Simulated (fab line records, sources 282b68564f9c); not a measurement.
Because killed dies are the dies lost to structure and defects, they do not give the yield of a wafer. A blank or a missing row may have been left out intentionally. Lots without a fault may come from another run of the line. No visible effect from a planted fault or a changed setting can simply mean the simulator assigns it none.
2 desks, one fault + flow rit-cmos + only its own numbers are on each desk; what lay behind them is given at the end

TOOL OWNER'S DESK, rie-si-02
The tool's own readings at RIT_GATE_ETCH_19 (etches poly-Si in SF6/CHF3/O2, stops on SiO2, time 165 s, target depth 312.5 nm): means of the sampled wafers that have a number, for each lot that ran on this tool. Any lot whose mean is over 4 standard deviations away from the usual mean is out of limits and marked OUT; that distance is given in the brackets.
Columns: A = drypump-motor-current-A at RIT_GATE_ETCH_19, usual 5.7 A; B = oes-product-au at RIT_GATE_ETCH_19, usual 0.849 a.u.; C = rf-fwd-power-W at RIT_GATE_ETCH_19, usual 159.4 W; D = throttle-valve-pct at RIT_GATE_ETCH_19, usual 10.28 %
| lot  | first seen here | A   | B     | C               | D     |
|------|-----------------|-----|-------|-----------------|-------|
| L372 | day 4 10:55     | 5.3 | 0.850 | 159.6           | 10.21 |
| L374 | day 4 21:08     | 5.4 | 0.852 | 159.4           | 10.27 |
| L378 | day 5 15:25     | 5.6 | 0.848 | 176.6 (+36) OUT | 10.10 |
| L380 | day 6 02:02     | 5.5 | 0.841 | 168.0 (+18) OUT | 10.23 |
This desk's finding: out of limits on L378, L380; first on L378, day 5 15:25 (rf-fwd-power-W at RIT_GATE_ETCH_19). L372, L374 stayed within limits.

AT THE METROLOGY DESK
What the gauges read for every lot (on any tool): the sampled wafers with a number, averaged. Any lot whose mean is over 4 standard deviations away from the usual mean is out of limits and marked OUT; that distance is given in the brackets.
Columns: A = GATE_OXIDE_THK at RIT_GATE_THK_MEAS_07, usual 3.00 nm; B = GATE_POLY_THK at RIT_GATE_THK_MEAS_09, usual 249.0 nm; C = cd-nm at RIT_GATE_CD_MEAS_16, usual 150.6 nm; D = GATE_OVL at RIT_GATE_OVL_MEAS_17, usual -0.9 nm
| lot  | first seen here | A    | B     | C     | D    |
|------|-----------------|------|-------|-------|------|
| L372 | day 4 07:55     | 3.05 | 248.3 | 149.4 | 0.8  |
| L373 | day 4 11:56     | 3.02 | 248.8 | 150.1 | 1.0  |
| L374 | day 4 18:08     | 2.94 | 251.6 | 148.8 | -1.5 |
| L378 | day 5 12:20     | 2.97 | 250.1 | 154.3 | -0.6 |
| L379 | day 5 17:23     | 3.12 | 249.4 | 152.4 | -0.7 |
| L380 | day 5 22:43     | 3.01 | 248.2 | 151.3 | -1.4 |
This desk's finding: nothing out of limits on any of the 6 lots.

BROUGHT TOGETHER
At day 5 15:25, on L378, L380, the tool owner's desk was in a position to raise an alarm.
The metrology desk saw nothing out of limits.
The metrology desk has L378, L380 on record, within its limits.
Of the lots named, all ran RIT_GATE_ETCH_19 on rie-si-02.

WHAT THE SIMULATOR PUT IN
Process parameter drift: rie-si-02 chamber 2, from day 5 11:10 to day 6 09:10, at RIT_GATE_ETCH_19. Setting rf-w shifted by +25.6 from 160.
Lots struck among those shown: L378, L380.
Each desk's first reading out of limits, in hours after the fault started: the tool owner's desk, 4.
